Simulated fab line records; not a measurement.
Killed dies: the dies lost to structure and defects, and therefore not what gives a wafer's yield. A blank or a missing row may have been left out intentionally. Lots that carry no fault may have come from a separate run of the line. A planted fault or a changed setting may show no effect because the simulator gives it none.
A sampling plan put to the test	flow ritCmos	one fab line, 38 faults that these records tell of, each judged on the records of the lots that it struck
The plan consists of the line's own looks: route steps at which the wafer is read by a gauge or an inspection but not changed. A look can be judged if struck wafers have a number there and the file gives its usual mean and standard deviation on fault-free wafers. Caught: at a look after the fault's first step, the mean of the struck wafers lies 4 or more of those standard deviations (sigma) from the usual mean. On the tool: here the same test is run on the tool's own readings at the fault's steps. Caught also covers a different recipe on the struck wafers, or a record left blank for those wafers only.

== THE FAULTS, as the simulator had put them in ==
1. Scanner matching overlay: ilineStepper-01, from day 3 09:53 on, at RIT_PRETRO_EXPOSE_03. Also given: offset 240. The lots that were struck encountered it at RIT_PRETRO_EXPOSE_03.
2. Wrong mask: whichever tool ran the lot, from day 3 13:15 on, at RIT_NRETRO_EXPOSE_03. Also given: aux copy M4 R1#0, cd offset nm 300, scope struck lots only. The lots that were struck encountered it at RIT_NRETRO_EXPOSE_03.
3. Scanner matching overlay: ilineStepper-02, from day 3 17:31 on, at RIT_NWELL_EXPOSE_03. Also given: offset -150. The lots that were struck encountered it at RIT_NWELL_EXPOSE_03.
4. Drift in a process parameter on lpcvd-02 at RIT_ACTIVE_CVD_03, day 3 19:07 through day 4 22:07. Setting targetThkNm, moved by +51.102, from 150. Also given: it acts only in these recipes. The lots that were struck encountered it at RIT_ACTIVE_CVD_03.
5. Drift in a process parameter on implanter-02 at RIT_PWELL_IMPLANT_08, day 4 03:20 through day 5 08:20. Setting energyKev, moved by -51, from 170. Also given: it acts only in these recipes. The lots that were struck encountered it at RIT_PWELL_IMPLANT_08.
6. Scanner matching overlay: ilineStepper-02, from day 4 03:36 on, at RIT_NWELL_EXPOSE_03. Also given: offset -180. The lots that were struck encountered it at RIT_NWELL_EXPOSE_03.
7. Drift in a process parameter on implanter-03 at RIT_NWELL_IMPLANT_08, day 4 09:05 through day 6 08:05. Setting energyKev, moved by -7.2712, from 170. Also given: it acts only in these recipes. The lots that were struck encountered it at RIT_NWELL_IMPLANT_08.
8. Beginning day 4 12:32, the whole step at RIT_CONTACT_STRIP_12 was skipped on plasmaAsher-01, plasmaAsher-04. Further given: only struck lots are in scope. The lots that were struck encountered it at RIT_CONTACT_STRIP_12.
9. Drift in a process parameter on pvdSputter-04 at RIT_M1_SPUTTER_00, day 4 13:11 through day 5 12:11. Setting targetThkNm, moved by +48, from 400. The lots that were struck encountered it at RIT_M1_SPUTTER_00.
10. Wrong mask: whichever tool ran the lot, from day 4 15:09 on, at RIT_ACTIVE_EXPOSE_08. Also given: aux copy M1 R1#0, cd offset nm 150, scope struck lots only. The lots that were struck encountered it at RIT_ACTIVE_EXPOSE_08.
11. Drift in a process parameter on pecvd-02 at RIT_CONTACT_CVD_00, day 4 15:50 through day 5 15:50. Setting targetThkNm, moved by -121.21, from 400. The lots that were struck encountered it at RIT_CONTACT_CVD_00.
12. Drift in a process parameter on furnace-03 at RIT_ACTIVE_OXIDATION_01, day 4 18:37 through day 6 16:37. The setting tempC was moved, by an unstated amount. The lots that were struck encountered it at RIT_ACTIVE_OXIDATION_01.
13. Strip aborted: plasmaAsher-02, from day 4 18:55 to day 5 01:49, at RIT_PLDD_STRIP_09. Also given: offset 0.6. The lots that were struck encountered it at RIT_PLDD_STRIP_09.
14. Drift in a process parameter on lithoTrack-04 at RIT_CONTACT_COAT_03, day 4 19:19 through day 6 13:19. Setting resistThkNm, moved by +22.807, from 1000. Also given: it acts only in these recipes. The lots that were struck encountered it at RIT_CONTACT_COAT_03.
15. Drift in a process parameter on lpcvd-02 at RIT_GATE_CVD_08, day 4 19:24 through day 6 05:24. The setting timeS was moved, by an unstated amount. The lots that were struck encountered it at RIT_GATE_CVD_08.
16. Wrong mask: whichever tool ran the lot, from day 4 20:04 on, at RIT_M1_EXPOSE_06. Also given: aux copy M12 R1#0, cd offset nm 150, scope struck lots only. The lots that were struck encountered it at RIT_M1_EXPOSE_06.
17. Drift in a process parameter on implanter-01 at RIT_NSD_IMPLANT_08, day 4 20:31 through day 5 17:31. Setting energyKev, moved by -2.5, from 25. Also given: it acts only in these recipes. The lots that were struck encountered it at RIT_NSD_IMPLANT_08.
18. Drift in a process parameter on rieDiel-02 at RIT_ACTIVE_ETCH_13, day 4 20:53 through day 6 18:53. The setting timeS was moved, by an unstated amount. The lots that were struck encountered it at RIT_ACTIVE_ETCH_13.
19. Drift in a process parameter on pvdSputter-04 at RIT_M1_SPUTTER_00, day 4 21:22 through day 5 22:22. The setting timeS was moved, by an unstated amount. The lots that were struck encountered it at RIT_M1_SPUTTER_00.
20. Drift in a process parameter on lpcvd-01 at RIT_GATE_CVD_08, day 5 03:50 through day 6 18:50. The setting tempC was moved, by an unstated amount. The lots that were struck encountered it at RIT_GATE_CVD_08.
21. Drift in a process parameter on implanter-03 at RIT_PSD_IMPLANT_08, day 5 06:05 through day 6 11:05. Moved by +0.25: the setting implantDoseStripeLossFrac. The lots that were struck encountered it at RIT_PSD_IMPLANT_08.
22. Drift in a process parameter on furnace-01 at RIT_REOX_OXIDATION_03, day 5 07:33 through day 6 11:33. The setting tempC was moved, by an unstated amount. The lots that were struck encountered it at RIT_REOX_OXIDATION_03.
23. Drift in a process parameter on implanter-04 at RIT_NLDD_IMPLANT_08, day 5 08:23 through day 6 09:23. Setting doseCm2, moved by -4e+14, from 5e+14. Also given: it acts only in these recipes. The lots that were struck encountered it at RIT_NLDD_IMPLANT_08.
24. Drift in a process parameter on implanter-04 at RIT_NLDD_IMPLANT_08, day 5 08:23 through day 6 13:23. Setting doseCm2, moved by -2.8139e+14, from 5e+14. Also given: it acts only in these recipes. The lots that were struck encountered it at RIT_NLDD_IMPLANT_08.
25. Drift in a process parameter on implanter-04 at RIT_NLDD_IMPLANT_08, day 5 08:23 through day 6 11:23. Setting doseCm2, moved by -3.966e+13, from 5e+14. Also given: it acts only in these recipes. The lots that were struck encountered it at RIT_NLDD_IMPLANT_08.
26. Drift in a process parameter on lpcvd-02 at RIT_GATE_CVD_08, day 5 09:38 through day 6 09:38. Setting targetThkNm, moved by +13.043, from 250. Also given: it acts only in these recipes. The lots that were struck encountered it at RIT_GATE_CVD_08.
27. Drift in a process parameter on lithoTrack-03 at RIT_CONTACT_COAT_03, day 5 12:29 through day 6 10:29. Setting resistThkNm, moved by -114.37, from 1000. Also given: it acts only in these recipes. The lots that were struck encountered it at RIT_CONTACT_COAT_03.
28. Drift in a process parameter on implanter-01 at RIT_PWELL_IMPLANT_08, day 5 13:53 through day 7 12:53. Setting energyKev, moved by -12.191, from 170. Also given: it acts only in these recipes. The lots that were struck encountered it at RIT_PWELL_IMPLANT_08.
29. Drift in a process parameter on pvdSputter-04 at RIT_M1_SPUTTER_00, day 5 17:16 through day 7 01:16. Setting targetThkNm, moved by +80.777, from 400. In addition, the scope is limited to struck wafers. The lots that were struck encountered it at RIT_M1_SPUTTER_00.
30. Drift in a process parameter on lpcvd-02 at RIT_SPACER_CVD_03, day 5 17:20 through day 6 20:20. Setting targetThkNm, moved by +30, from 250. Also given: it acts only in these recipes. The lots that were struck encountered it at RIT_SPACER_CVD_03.
31. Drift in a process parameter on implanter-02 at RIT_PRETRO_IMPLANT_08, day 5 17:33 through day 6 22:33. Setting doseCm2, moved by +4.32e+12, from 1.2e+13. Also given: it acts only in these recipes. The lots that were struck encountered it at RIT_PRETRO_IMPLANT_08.
32. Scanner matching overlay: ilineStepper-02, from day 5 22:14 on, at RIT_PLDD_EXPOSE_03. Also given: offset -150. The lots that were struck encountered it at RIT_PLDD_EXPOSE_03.
33. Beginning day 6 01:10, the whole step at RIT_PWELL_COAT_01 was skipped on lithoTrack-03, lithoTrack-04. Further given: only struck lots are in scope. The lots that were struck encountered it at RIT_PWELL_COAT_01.
34. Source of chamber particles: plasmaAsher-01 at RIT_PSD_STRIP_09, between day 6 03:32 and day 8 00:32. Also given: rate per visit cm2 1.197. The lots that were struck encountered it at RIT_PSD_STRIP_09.
35. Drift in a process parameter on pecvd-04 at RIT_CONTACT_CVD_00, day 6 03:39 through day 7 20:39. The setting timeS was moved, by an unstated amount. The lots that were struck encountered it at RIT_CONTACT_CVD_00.
36. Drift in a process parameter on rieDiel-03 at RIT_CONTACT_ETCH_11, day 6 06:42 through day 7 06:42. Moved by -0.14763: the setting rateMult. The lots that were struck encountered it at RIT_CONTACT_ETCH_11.
37. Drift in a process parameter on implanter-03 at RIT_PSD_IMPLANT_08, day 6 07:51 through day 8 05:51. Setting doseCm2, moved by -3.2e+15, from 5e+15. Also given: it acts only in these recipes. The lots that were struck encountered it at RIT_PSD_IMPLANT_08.
38. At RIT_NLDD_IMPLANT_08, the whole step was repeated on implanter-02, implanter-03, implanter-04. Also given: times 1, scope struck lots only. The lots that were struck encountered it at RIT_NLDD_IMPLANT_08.

== WHAT THE PLAN SAW ==
fault	on the tool itself	first look that catches it	reading, sigma	median hours from its first step to that look	hours from the fault's start to the first struck lot there	judged looks passed uncaught
1	no reading that can be judged	RIT_PRETRO_OVL_MEAS_06	PRETRO_OVL +99 or beyond	0.4	3	0
2	no reading that can be judged	no look after it can be judged	-	-	-	0
3	under 2 sigma	RIT_NWELL_OVL_MEAS_06	NWELL_OVL -99 or beyond	0.4	6	0
4	under 2 sigma	RIT_ACTIVE_THK_MEAS_04	ACTIVE_NITRIDE_THK +35	1.8	7	0
5	beamEnergyKeV -99 or beyond sigma	RIT_PWELL_TW_MEAS_10	PWELL_TW -4.3	0.3	3	0
6	no reading that can be judged	RIT_NWELL_OVL_MEAS_06	NWELL_OVL -99 or beyond	0.4	5	0
7	beamEnergyKeV -99 or beyond sigma	no look after it can be judged	-	-	-	0
8	no reading that can be judged	not the one look that can be judged after it	-	-	-	1
9	under 2 sigma	RIT_M1_RS_MEAS_01	M1_AL_RS -10	0.3	4	0
10	no reading that can be judged	RIT_ACTIVE_CD_MEAS_11	cdNm +79	0.4	3	0
11	under 2 sigma	RIT_CONTACT_THK_MEAS_01	CONTACT_TEOS_THK -26	0.1	8	0
12	tubeCenterTempC +99 or beyond sigma	RIT_ACTIVE_THK_MEAS_02	ACTIVE_OXIDE_THK +17	1.9	6	0
13	runLengthS -99 or beyond sigma	not the one look that can be judged after it	-	-	-	1
14	no reading that can be judged	none of the 2 looks that can be judged after it	-	-	-	2
15	under 2 sigma	RIT_GATE_THK_MEAS_09	GATE_POLY_THK +4.6	1.6	9	0
16	under 2 sigma	RIT_M1_CD_MEAS_09	cdNm +82	0.4	3	0
17	beamEnergyKeV -99 or beyond sigma	none of the 2 looks that can be judged after it	strongest: NSD_RS at RIT_SDANNEAL_RS_MEAS_05, +3.7	-	-	2
18	runLengthS +51 sigma	none of the 4 looks that can be judged after it	-	-	-	4
19	under 2 sigma	RIT_M1_RS_MEAS_01	M1_AL_RS +38	0.3	5	0
20	susceptorTempC -33 sigma	RIT_GATE_THK_MEAS_09	GATE_POLY_THK -18	1.6	7	0
21	no reading that can be judged	RIT_SDANNEAL_RS_MEAS_04	PSD_RS +7.7	0.8	14	1
22	tubeCenterTempC +76 sigma	not the one look that can be judged after it	strongest: REOX_OXIDE_THK at RIT_REOX_THK_MEAS_04, +3.4	-	-	1
23	doseIonsCm2 -99 or beyond sigma	RIT_NLDD_TW_MEAS_10	NLDD_TW -65	0.3	9	0
24	doseIonsCm2 -99 or beyond sigma	RIT_NLDD_TW_MEAS_10	NLDD_TW -36	0.3	9	0
25	doseIonsCm2 -73 sigma	RIT_SDANNEAL_RS_MEAS_07	NLDD_RS +17	8.3	17	1
26	no reading that can be judged	RIT_GATE_THK_MEAS_09	GATE_POLY_THK +4.0	1.6	8	0
27	no reading that can be judged	RIT_CONTACT_CD_MEAS_08	cdNm +4.5	0.9	4	0
28	beamEnergyKeV -99 or beyond sigma	none of the 4 looks that can be judged after it	strongest: PWELL_RS at RIT_WELLDRIVE_RS_MEAS_02, +2.9	-	-	4
29	under 2 sigma	RIT_M1_RS_MEAS_01	M1_AL_RS -16	0.3	6	0
30	no reading that can be judged	RIT_SPACER_THK_MEAS_04	SPACER_NITRIDE_THK +9.8	1.9	11	0
31	doseIonsCm2 +99 or beyond sigma	RIT_PRETRO_TW_MEAS_10	PRETRO_TW +17	0.3	3	0
32	no reading that can be judged	RIT_PLDD_OVL_MEAS_06	PLDD_OVL -99 or beyond	0.4	5	0
33	the tool's record is blank for the struck wafers	no look after it can be judged	-	-	-	0
34	under 2 sigma	no look after it can be judged	-	-	-	0
35	runLengthS +16 sigma	RIT_CONTACT_THK_MEAS_01	CONTACT_TEOS_THK +14	0.1	7	0
36	under 2 sigma	no look after it can be judged	-	-	-	0
37	doseIonsCm2 -99 or beyond sigma	RIT_PSD_TW_MEAS_10	PSD_TW -19	0.3	1	0
38	under 2 sigma	RIT_NLDD_TW_MEAS_10	NLDD_TW +32	0.6	-	0
A dash: this means the fault isn't caught or the number doesn't appear in these records.

Caught at a look: 26 of 38. Caught on the tool: 16 of 38. By one or the other: 33 of 38.
Faults caught by the tool alone: 7, 13, 17, 18, 22, 28, 33.
Caught at a look alone: faults 1, 3, 4, 6, 9, 10, 11, 15, 16, 19, 21, 26, 27, 29, 30, 32, 38.
Caught by neither: faults 2, 8, 14, 34, 36.

== THINNER SAMPLING ==
Were the look that catches a fault to measure just every second or every third lot (counted by lot number), the first struck lot would, at worst, be measured this late:
fault	struck lots at that look, in order of time	every lot	every second lot	every third lot
1	L940, L942, L944, L945	3 h	28 h	23 h
3	L988, L990, L991	6 h	20 h	may miss all 3
4	L641, L644	7 h	22 h	may miss all 2
5	L273, L274	3 h	8 h	may miss all 2
6	L629, L630	5 h	10 h	may miss all 2
9	L500, L502, L504	4 h	may miss all 3	23 h
10	L461	3 h	may miss it	may miss it
11	L219, L222	8 h	23 h	may miss all 2
12	L498, L500	6 h	may miss all 2	may miss all 2
15	L121, L123	9 h	may miss all 2	may miss all 2
16	L677	3 h	may miss it	may miss it
19	L212, L214	5 h	may miss all 2	may miss all 2
20	L686, L688	7 h	may miss all 2	may miss all 2
21	L499, L501, L502	14 h	28 h	may miss all 3
23	L202, L204	9 h	may miss all 2	may miss all 2
24	L238, L240	9 h	may miss all 2	may miss all 2
25	L719, L721	17 h	may miss all 2	may miss all 2
26	L328, L331	8 h	22 h	may miss all 2
27	L398, L400	4 h	may miss all 2	may miss all 2
29	L507	6 h	may miss it	may miss it
30	L811, L813	11 h	may miss all 2	may miss all 2
31	L494, L496	3 h	may miss all 2	may miss all 2
32	L174, L175	5 h	10 h	may miss all 2
35	L559, L562	7 h	28 h	may miss all 2
37	L744, L745	1 h	7 h	may miss all 2
Hours are from the fault's start to the first struck lot that is measured. The test against the limit of 4 sigma pooled every struck wafer, which means one lot taken alone may stay below that limit. Other struck lots may not be in these records.

== THE LONGEST TIMED WAY FROM STEP TO LOOK ==
For fault 25, RIT_NLDD_IMPLANT_08 and RIT_SDANNEAL_RS_MEAS_07 are separated by a median of 8.3 hours. The look between them that can be judged stayed within 4 sigma: RIT_NLDD_TW_MEAS_10.
